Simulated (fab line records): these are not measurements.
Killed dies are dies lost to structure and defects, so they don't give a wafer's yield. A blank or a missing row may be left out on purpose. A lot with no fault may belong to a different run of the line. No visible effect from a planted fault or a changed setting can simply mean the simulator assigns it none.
Which tool was responsible? :: flow ritCmos :: 21 wafers from 7 lots sampled at 2 of the route's 202 steps

WHAT THE GAUGES READ, wafer by wafer
RIT_PLDD_TW_MEAS_10.
lot: L487
measured: day 3 01:02
on: filmMetro-03
PLDD_TW: 2353 2350 2350

lot: L490
measured: day 3 16:20
on: filmMetro-03
PLDD_TW: 2348 2365 2343

lot: L495
measured: day 4 20:38
on: filmMetro-03
PLDD_TW: 2723 2727 2730

lot: L501
measured: day 6 02:40
on: filmMetro-03
PLDD_TW: 2359 2351 2345

lot: L503
measured: day 6 07:58
on: filmMetro-03
PLDD_TW: 2354 2355 2354

lot: L505
measured: day 6 19:08
on: filmMetro-02
PLDD_TW: 2338 2353 2329

lot: L509
measured: day 7 14:51
on: filmMetro-01
PLDD_TW: 2313 2297 2311

WHAT TOOL EACH LOT RAN ON (gives the tool, then ch and the chambers of the sampled wafers, and finally the start)
lot: L487
RIT_PLDD_IMPLANT_08: implanter-01 ch 0, day 3 00:43

lot: L490
RIT_PLDD_IMPLANT_08: implanter-02 ch 0, day 3 16:01

lot: L495
RIT_PLDD_IMPLANT_08: implanter-04 ch 0, day 4 20:18

lot: L501
RIT_PLDD_IMPLANT_08: implanter-01 ch 0, day 6 02:21

lot: L503
RIT_PLDD_IMPLANT_08: implanter-02 ch 0, day 6 07:41

lot: L505
RIT_PLDD_IMPLANT_08: implanter-02 ch 0, day 6 18:52

lot: L509
RIT_PLDD_IMPLANT_08: implanter-02 ch 0, day 7 14:31
- RIT_PLDD_IMPLANT_08

THE ANSWER, worked out from the rows above alone
Rule: usual is defined by the lots themselves. The widest of any qualifying gaps counts: lots, ordered by their means at a reading, are off when they make up no more than a third of the lots, leave a main group of 4 or more, and stand apart from it by 3 or more times the standard deviation of that group's means. A main group whose means are all the same, to the digits that the tables above print for the reading, isn't used. A lot without any number at a reading at which 4 lots or more have one is off too. Where the step has rows for the other lots, those lots are counted as sound.
Off: L495, at RIT_PLDD_TW_MEAS_10 (PLDD_TW). For the main group the mean is 2343 and the standard deviation 17.
If a tool, at a process step before that reading, ran all the lots that are off and no sound lot after the first of them, it fits. The gauges at RIT_PLDD_TW_MEAS_10 are tried like those tools. One fits: implanter-04 at RIT_PLDD_IMPLANT_08. It ran no sound lot before its first lot that is off in this sample, so the start can't be narrowed down.

WHAT THE SIMULATOR PUT IN
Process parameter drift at RIT_PLDD_IMPLANT_08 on implanter-04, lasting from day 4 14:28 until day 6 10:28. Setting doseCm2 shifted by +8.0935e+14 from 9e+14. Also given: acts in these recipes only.
Shown lots that were struck: L495. The same result came from the rule above.
